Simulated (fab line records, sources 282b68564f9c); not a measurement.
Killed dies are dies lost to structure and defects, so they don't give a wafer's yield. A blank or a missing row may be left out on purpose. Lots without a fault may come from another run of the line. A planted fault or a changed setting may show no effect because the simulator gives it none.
A struck lot beside a sound one | flow rit_cmos | 15 steps out of a route of 202
Sound: wafers L903.3, L903.5, L903.6. Struck: wafers L908.2, L908.3, L908.5. The cause comes at the end.
At each step with rows: each side's tool, then ch and its chambers, then its first start. Under that, the readings that differ: sound wafers | struck wafers | difference of the means | sigmas: that difference in standard deviations of wafers without a fault.
alike: readings whose means differ by less than 2 such deviations, and words and numbers that are the same on both sides. not compared: withheld readings, readings that some wafer has no value for, bounds like >300 that may hide the same value, and numbers for which the record gives no deviation and whose values overlap.
The two part at a step that has a row with sigmas, a row that says differs or no value, or rows on one side only. Numbers that don't overlap but have no deviation are shown without sigmas and don't part them. A reading that every wafer of one side lacks parts them only if that side has two wafers or more.

RIT_GATE_STRIP_20: strips in O2, time 180 s.
  sound on plasma_asher-03 ch 0,1, day 3 02:47; struck on plasma_asher-01 ch 0,1, day 4 02:37
  alike: drypump_motor_current_A
  not compared: rf_hours_counter_h
RIT_GATE_CD_MEAS_90: target cd 150 nm.
  sound on cd_sem-02, day 3 02:56; struck on cd_sem-01, day 4 02:55
  alike: cd_nm
then, 4 steps without rows for these wafers: RIT_REOX_CLEAN_00 (cleans in SC1, time 600 s); RIT_REOX_CLEAN_01 (cleans in dHF, time 30 s); RIT_REOX_CLEAN_02 (cleans in SC2, time 600 s); RIT_REOX_OXIDATION_03 (target thk 25.2 nm, ox time 5580 s).
RIT_REOX_THK_MEAS_04:
  sound on film_metro-04, day 3 07:50; struck on film_metro-04, day 4 07:46
  alike: REOX_OXIDE_THK
then, 5 steps without rows for these wafers: RIT_NLDD_HMDS_00 (prime time 60 s); RIT_NLDD_COAT_01 (resist thk 1000 nm); RIT_NLDD_SOFTBAKE_02 (time 60 s); RIT_NLDD_EXPOSE_03 (exposes mask M7, target cd 40700 nm); RIT_NLDD_PEB_04.
RIT_NLDD_DEVELOP_05: develop time 50 s.
  sound on litho_track-02 ch 0, day 3 08:00; struck on litho_track-02 ch 0, day 4 08:00
  reading              | sound             | struck            | difference | sigmas
  developer_temp_C (C) | 22.85 22.73 22.89 | 22.02 22.15 22.12 | -0.73      | -7
  alike: exhaust_pa, resist_line_temp_C
RIT_NLDD_OVL_MEAS_06:
  sound on overlay-01, day 3 08:55; struck on overlay-02, day 4 08:45
  alike: NLDD_OVL
RIT_M1_PROBE_99:
  sound on prober-01, day 4 00:29; struck on prober-02, day 5 01:01
  alike: killed_at_front_end, killed_dies, killed_open, killed_short

WHERE THEY PART
Only at RIT_NLDD_DEVELOP_05, within this record. Later steps at which nothing parts them and some readings are alike: RIT_NLDD_OVL_MEAS_06, RIT_M1_PROBE_99.

WHY: what the simulator had put in
Process parameter drift: litho_track-02, from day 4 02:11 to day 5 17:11, at RIT_NLDD_DEVELOP_05. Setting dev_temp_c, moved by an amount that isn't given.
